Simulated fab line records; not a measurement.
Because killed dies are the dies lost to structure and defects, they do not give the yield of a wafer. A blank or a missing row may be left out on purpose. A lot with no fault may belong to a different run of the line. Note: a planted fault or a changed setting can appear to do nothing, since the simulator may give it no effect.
Which tool did it? | flow ritCmos | 15 lots with 45 wafers sampled at 2 steps, on a route of 202 steps

WHAT THE GAUGES SHOWED, per wafer
Not one reading of a measure or inspect step in the record can be checked against a usual standard deviation.

EACH LOT AND THE TOOL THAT RAN IT (in order: tool; ch and the chambers of the sampled wafers; start)
lot  | RIT_GATE_SOFTBAKE_12            | RIT_M1_PROBE_99
L740 | lithoTrack-04 ch 0, day 2 18:40 | -
L743 | lithoTrack-01 ch 0, day 3 14:22 | -
L744 | lithoTrack-03 ch 0, day 3 17:51 | -
L745 | lithoTrack-03 ch 0, day 3 20:35 | -
L746 | lithoTrack-01 ch 0, day 3 23:40 | -
L748 | lithoTrack-01 ch 0, day 4 10:25 | -
L749 | lithoTrack-03 ch 0, day 4 17:28 | -
L750 | lithoTrack-01 ch 0, day 4 20:24 | prober-02, day 5 17:54
L751 | lithoTrack-04 ch 0, day 5 00:46 | prober-01, day 5 22:13
L752 | lithoTrack-03 ch 0, day 5 04:38 | prober-02, day 6 01:43
L755 | lithoTrack-03 ch 0, day 5 21:07 | -
L756 | lithoTrack-03 ch 0, day 6 00:21 | -
L758 | lithoTrack-04 ch 0, day 6 11:35 | -
L759 | lithoTrack-03 ch 0, day 6 16:08 | -
L761 | lithoTrack-01 ch 0, day 7 03:40 | -
- RIT_GATE_SOFTBAKE_12: time 60 s.
- RIT_M1_PROBE_99

WHAT THE TOOLS THEMSELVES READ (means of the sampled wafers that have a number; where no wafer has one, the mark that the record gives instead)
RIT_GATE_SOFTBAKE_12. Usual: heaterPowerTotalW 34.56 W, standard deviation 0.049; plateTempC 89.99 C, standard deviation 0.13.
lot  | tool          | heaterPowerTotalW (W) | plateTempC (C) | flag
L740 | lithoTrack-04 | 34.55                 | 89.92          | 
L743 | lithoTrack-01 | 34.55                 | 90.05          | 
L744 | lithoTrack-03 | 34.59                 | 90.02          | 
L745 | lithoTrack-03 | 34.56                 | 89.86          | 
L746 | lithoTrack-01 | 34.55                 | 90.04          | 
L748 | lithoTrack-01 | 34.52                 | 90.05          | 
L749 | lithoTrack-03 | 34.60                 | 89.96          | 
L750 | lithoTrack-01 | 34.59                 | 90.13          | 
L751 | lithoTrack-04 | 34.53                 | 90.23          | 
L752 | lithoTrack-03 | 34.60                 | 89.90          | 
L755 | lithoTrack-03 | 35.23                 | 91.18          | OFF
L756 | lithoTrack-03 | 35.20                 | 91.08          | OFF
L758 | lithoTrack-04 | 34.56                 | 89.80          | 
L759 | lithoTrack-03 | 35.23                 | 91.06          | OFF
L761 | lithoTrack-01 | 34.56                 | 89.94          | 

RIT_M1_PROBE_99. Usual: killed_at_M0_to_M3 0.0, standard deviation 0.2; killedAtContacts 0.2, standard deviation 0.38; killedAtFrontEnd 6.7, standard deviation 3; killedDies 6.9, standard deviation 3; killedOpen 3.5, standard deviation 1.9; killedShort 3.3, standard deviation 2.
lot  | tool      | killed_at_M0_to_M3 | killedAtContacts | killedAtFrontEnd | killedDies | killedOpen | killedShort | flag
L750 | prober-02 | 0.0                | 0.3              | 5.7              | 6.0        | 3.7        | 2.3         | 
L751 | prober-01 | 0.0                | 0.0              | 8.3              | 8.3        | 4.3        | 4.0         | 
L752 | prober-02 | 0.0                | 0.7              | 7.0              | 7.7        | 3.7        | 4.0         | 

THE ANSWER, worked out from the rows above alone
Rule: take the mean of a lot's wafers that have a number; if it is more than 3 standard deviations from the usual mean, the lot is off. A lot without any number at a reading at which 4 lots or more have one is off too. All remaining lots with rows at the step are treated as sound. First the gauges in route order, then the tools' own readings, where a lot's mean is used as printed above. At the first step where some lot is off, the reading lying furthest off is the one used; lots without a number count as furthest.
Off: L755, L756, L759 (RIT_GATE_SOFTBAKE_12, heaterPowerTotalW).
If a tool, at that step or one of the process steps before it, ran each lot that is off and ran no sound lot following the first of them, it fits. One fits: lithoTrack-03 at RIT_GATE_SOFTBAKE_12. Its last sound lot is L752 (day 5 04:38), its first lot that is off L755 (day 5 21:07): a fault that began between those two fits.
The tool's own readings at RIT_GATE_SOFTBAKE_12 bear it out: on the lots that are off they differ by more than 5 times the standard deviation of the sound lots' means. heaterPowerTotalW reads 35.22 W there against 34.56 W on the sound lots; plateTempC reads 91.11 C there against 89.99 C on the sound lots.

WHAT THE SIMULATOR HAD PUT IN
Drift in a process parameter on lithoTrack-03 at RIT_GATE_SOFTBAKE_12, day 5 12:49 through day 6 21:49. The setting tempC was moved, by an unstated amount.
Shown lots that were struck: L755, L756, L759. The same result came from the rule above.
